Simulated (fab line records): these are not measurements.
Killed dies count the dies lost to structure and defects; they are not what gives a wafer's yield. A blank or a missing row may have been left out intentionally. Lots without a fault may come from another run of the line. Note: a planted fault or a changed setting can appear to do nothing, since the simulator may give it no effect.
Which tool is to blame? | flow berkeley_cmos170 | 15 lots with 45 wafers sampled at 5 steps, on a route of 331 steps

== WHAT EACH GAUGE READ, for each wafer ==
UCB170_M3_OVL_MEAS_16. Usual: for M3_OVL the level is 0 nm and the standard deviation is 4.9.
lot  | measured     | on         | M3_OVL (nm) | flag
L604 | day 9 03:47  | overlay-02 | 1 5 1       |
L603 | day 9 00:11  | overlay-01 | -1 0 0      |
L606 | day 9 11:01  | overlay-02 | 7 -1 1      |
L605 | day 9 08:17  | overlay-02 | -6 0 -4     |
L609 | day 10 12:23 | overlay-01 | -2 -2 -6    |
L610 | day 10 09:13 | overlay-01 | -6 -8 -6    |
L611 | day 11 01:58 | overlay-02 | 2 -4 2      |
L616 | day 11 23:48 | overlay-02 | -1 2 1      |
L615 | day 12 02:11 | overlay-02 | 2 7 6       |
L617 | day 12 18:29 | overlay-02 | 5 2 -3      |
L618 | day 12 14:26 | overlay-01 | 4 1 5       |
L619 | day 13 12:39 | overlay-01 | 60 60 63    | OFF
L620 | day 13 13:51 | overlay-02 | 62 67 62    | OFF
L622 | day 13 07:35 | overlay-01 | -7 2 -3     |
L623 | day 13 15:05 | overlay-02 | 70 67 67    | OFF

UCB170_M3_BOW_MEAS_20. Usual: for M3_BOW the level is 35 um and the standard deviation is 7.4.
lot  | measured     | on            | M3_BOW (um) | flag
L604 | day 9 04:16  | film_metro-03 | 33 47 39    |
L603 | day 9 00:47  | film_metro-02 | 30 38 26    |
L606 | day 9 11:30  | film_metro-02 | 39 20 27    |
L605 | day 9 08:49  | film_metro-02 | 25 27 47    |
L609 | day 10 12:55 | film_metro-02 | 45 44 34    |
L610 | day 10 09:42 | film_metro-01 | 43 37 30    |
L611 | day 11 02:26 | film_metro-01 | 46 31 39    |
L616 | day 12 00:17 | film_metro-03 | 25 37 36    |
L615 | day 12 02:42 | film_metro-01 | 32 35 34    |
L617 | day 12 19:13 | film_metro-02 | 31 44 33    |
L618 | day 12 14:56 | film_metro-03 | 25 38 33    |
L619 | day 13 13:09 | film_metro-01 | 19 35 39    |
L620 | day 13 14:20 | film_metro-01 | 31 28 26    |
L622 | day 13 08:04 | film_metro-02 | 38 32 45    |
L623 | day 13 15:36 | film_metro-03 | 34 26 27    |

== TOOL THAT RAN EACH LOT (tool first, then ch and the chambers of the sampled wafers, then the start) ==
lot  | UCB170_NWELL_STRIP_15               | UCB170_M3_STRIP_07                   | UCB170_M3_EXPOSE_12
L604 | plasma_asher-02 ch 0,1, day 2 13:05 | plasma_asher-01 ch 0,1, day 9 01:49  | krf_scanner-02 ch 0, day 9 03:16
L603 | plasma_asher-03 ch 0,1, day 2 13:35 | plasma_asher-01 ch 0,1, day 8 22:17  | krf_scanner-02 ch 0, day 8 23:08
L606 | plasma_asher-03 ch 0,1, day 3 02:35 | plasma_asher-02 ch 0,1, day 9 09:47  | krf_scanner-02 ch 0, day 9 10:31
L605 | plasma_asher-04 ch 0,1, day 3 02:52 | plasma_asher-02 ch 0,1, day 9 06:01  | krf_scanner-02 ch 0, day 9 07:38
L609 | plasma_asher-02 ch 0,1, day 3 19:16 | plasma_asher-01 ch 0,1, day 10 10:56 | krf_scanner-02 ch 0, day 10 11:55
L610 | plasma_asher-03 ch 0,1, day 3 19:25 | plasma_asher-01 ch 0,1, day 10 07:33 | krf_scanner-02 ch 0, day 10 08:22
L611 | plasma_asher-04 ch 0,1, day 4 04:38 | plasma_asher-04 ch 0,1, day 11 00:35 | krf_scanner-02 ch 0, day 11 01:27
L616 | plasma_asher-02 ch 0,1, day 5 05:19 | plasma_asher-01 ch 0, day 11 20:20   | krf_scanner-01 ch 0, day 11 22:22
L615 | plasma_asher-03 ch 0,1, day 5 05:35 | plasma_asher-02 ch 0,1, day 12 00:43 | krf_scanner-02 ch 0, day 12 01:34
L617 | plasma_asher-03 ch 0,1, day 5 12:22 | plasma_asher-01 ch 0,1, day 12 16:23 | krf_scanner-01 ch 0, day 12 17:18
L618 | plasma_asher-02 ch 0,1, day 5 19:12 | plasma_asher-04 ch 0,1, day 12 13:04 | krf_scanner-01 ch 0, day 12 13:55
L619 | plasma_asher-03 ch 0,1, day 6 02:16 | plasma_asher-04 ch 1, day 13 08:54   | krf_scanner-02 ch 0, day 13 10:52
L620 | plasma_asher-02 ch 0,1, day 6 02:28 | plasma_asher-01 ch 0,1, day 13 12:19 | krf_scanner-02 ch 0, day 13 13:20
L622 | plasma_asher-03 ch 0,1, day 6 17:02 | plasma_asher-02 ch 0,1, day 13 04:34 | krf_scanner-02 ch 0, day 13 06:19
L623 | plasma_asher-04 ch 0,1, day 7 02:09 | plasma_asher-01 ch 0,1, day 13 13:15 | krf_scanner-02 ch 0, day 13 14:10
- UCB170_NWELL_STRIP_15: strips in O2.
- UCB170_M3_STRIP_07: strips in O2.
- UCB170_M3_EXPOSE_12: exposes mask METAL3, target cd 700 nm.

== AS READ BY THE TOOLS THEMSELVES (means over the sampled wafers that have a number; for cases with no such wafer, the mark the record gives instead) ==
UCB170_NWELL_STRIP_15. Usual: drypump_motor_current_A 5.9 A, standard deviation 0.56; o2_flow_sccm 399.8 sccm, standard deviation 1.3; oes_product_au 0.721 a.u., standard deviation 0.0046; strip_time_to_endpoint_s 18.22 s, standard deviation 0.08.
lot  | tool            | drypump_motor_current_A (A) | o2_flow_sccm (sccm) | oes_product_au (a.u.) | strip_time_to_endpoint_s (s) | flag
L604 | plasma_asher-02 | 5.5                         | 399.9               | 0.723                 | 18.30                        |
L603 | plasma_asher-03 | 6.4                         | 400.7               | 0.721                 | 18.26                        |
L606 | plasma_asher-03 | 6.3                         | 399.1               | 0.723                 | 18.26                        |
L605 | plasma_asher-04 | 5.5                         | 400.2               | 0.724                 | 18.27                        |
L609 | plasma_asher-02 | 5.9                         | 399.5               | 0.722                 | 18.26                        |
L610 | plasma_asher-03 | 6.3                         | 400.9               | 0.722                 | 18.03                        |
L611 | plasma_asher-04 | 5.5                         | 400.0               | 0.720                 | 18.23                        |
L616 | plasma_asher-02 | 6.0                         | 401.0               | 0.719                 | 18.20                        |
L615 | plasma_asher-03 | 6.0                         | 400.8               | 0.723                 | 18.25                        |
L617 | plasma_asher-03 | 6.4                         | 399.5               | 0.722                 | 18.20                        |
L618 | plasma_asher-02 | 5.5                         | 399.4               | 0.722                 | 18.21                        |
L619 | plasma_asher-03 | 6.0                         | 401.2               | 0.718                 | 18.24                        |
L620 | plasma_asher-02 | 5.5                         | 399.7               | 0.723                 | 18.21                        |
L622 | plasma_asher-03 | 6.3                         | 400.1               | 0.720                 | 18.29                        |
L623 | plasma_asher-04 | 5.6                         | 399.9               | 0.724                 | 18.29                        |

UCB170_M3_STRIP_07. Usual: drypump_motor_current_A 5.8 A, standard deviation 0.43; o2_flow_sccm 400.1 sccm, standard deviation 1.2; oes_product_au 0.735 a.u., standard deviation 0.0044; strip_time_to_endpoint_s 21.78 s, standard deviation 0.051.
lot  | tool            | drypump_motor_current_A (A) | o2_flow_sccm (sccm) | oes_product_au (a.u.) | strip_time_to_endpoint_s (s) | flag
L604 | plasma_asher-01 | 5.9                         | 400.6               | 0.735                 | 21.80                        |
L603 | plasma_asher-01 | 6.0                         | 400.6               | 0.734                 | 21.81                        |
L606 | plasma_asher-02 | 6.0                         | 400.6               | 0.732                 | 21.75                        |
L605 | plasma_asher-02 | 5.5                         | 400.0               | 0.735                 | 21.81                        |
L609 | plasma_asher-01 | 5.9                         | 400.6               | 0.734                 | 21.81                        |
L610 | plasma_asher-01 | 5.9                         | 400.3               | 0.733                 | 21.88                        |
L611 | plasma_asher-04 | 5.5                         | 400.4               | 0.736                 | 21.75                        |
L616 | plasma_asher-01 | 5.7                         | 399.4               | 0.732                 | 21.81                        |
L615 | plasma_asher-02 | 6.0                         | 399.3               | 0.738                 | 21.77                        |
L617 | plasma_asher-01 | 6.0                         | 400.4               | 0.735                 | 21.77                        |
L618 | plasma_asher-04 | 5.5                         | 401.1               | 0.734                 | 21.79                        |
L619 | plasma_asher-04 | 5.4                         | 400.4               | 0.730                 | 21.68                        |
L620 | plasma_asher-01 | 6.1                         | 399.5               | 0.733                 | 21.77                        |
L622 | plasma_asher-02 | 5.5                         | 399.3               | 0.734                 | 21.82                        |
L623 | plasma_asher-01 | 5.9                         | 401.9               | 0.734                 | 21.74                        |

UCB170_M3_EXPOSE_12. Usual: exposure_dose_mJ_cm2 25.953, standard deviation 0.026; reticle_temp_C 23.02 C, standard deviation 0.1; stage_vel_mm_s 500.04 mm/s, standard deviation 0.25.
lot  | tool           | exposure_dose_mJ_cm2 | reticle_temp_C (C) | stage_vel_mm_s (mm/s) | flag
L604 | krf_scanner-02 | 25.928               | 22.99              | 500.18                |
L603 | krf_scanner-02 | 25.977               | 23.09              | 500.03                |
L606 | krf_scanner-02 | 25.968               | 23.08              | 499.99                |
L605 | krf_scanner-02 | 25.973               | 22.89              | 500.57                |
L609 | krf_scanner-02 | 25.973               | 23.06              | 499.96                |
L610 | krf_scanner-02 | 25.981               | 23.08              | 500.09                |
L611 | krf_scanner-02 | 25.937               | 23.01              | 500.11                |
L616 | krf_scanner-01 | 25.955               | 23.05              | 499.87                |
L615 | krf_scanner-02 | 25.962               | 23.07              | 500.18                |
L617 | krf_scanner-01 | 25.951               | 23.03              | 499.88                |
L618 | krf_scanner-01 | 25.989               | 23.09              | 500.13                |
L619 | krf_scanner-02 | 25.958               | 23.19              | 500.19                |
L620 | krf_scanner-02 | 25.959               | 22.93              | 500.12                |
L622 | krf_scanner-02 | 25.919               | 22.98              | 499.54                |
L623 | krf_scanner-02 | 25.947               | 22.87              | 500.12                |

== THE ANSWER, worked out from the rows above alone ==
Rule: take the mean of a lot's wafers that have a number; if it is more than 3 standard deviations from the usual mean, the lot is off. A lot without any number at a reading at which 4 lots or more have one is off too. All remaining lots with rows at the step are treated as sound. Order of review: gauges by route order, followed by the tools' own readings, for which a lot's mean as printed above is used. The first step at which some lot is off is used, and at that step the reading that is off furthest; a lot without a number counts as furthest.
Off: at UCB170_M3_OVL_MEAS_16 (M3_OVL), L619, L620, L623.
A tool fits if, at a process step before that reading, it ran every lot that is off, and no sound lot after the first of them. Gauges at UCB170_M3_OVL_MEAS_16: tried the same way as those tools. One fits: krf_scanner-02 at UCB170_M3_EXPOSE_12. A fault onset in the window from L622 (day 13 06:19, its last sound lot) to L619 (day 13 10:52, its first lot off) fits.

== WHAT HAD BEEN PUT IN BY THE SIMULATOR ==
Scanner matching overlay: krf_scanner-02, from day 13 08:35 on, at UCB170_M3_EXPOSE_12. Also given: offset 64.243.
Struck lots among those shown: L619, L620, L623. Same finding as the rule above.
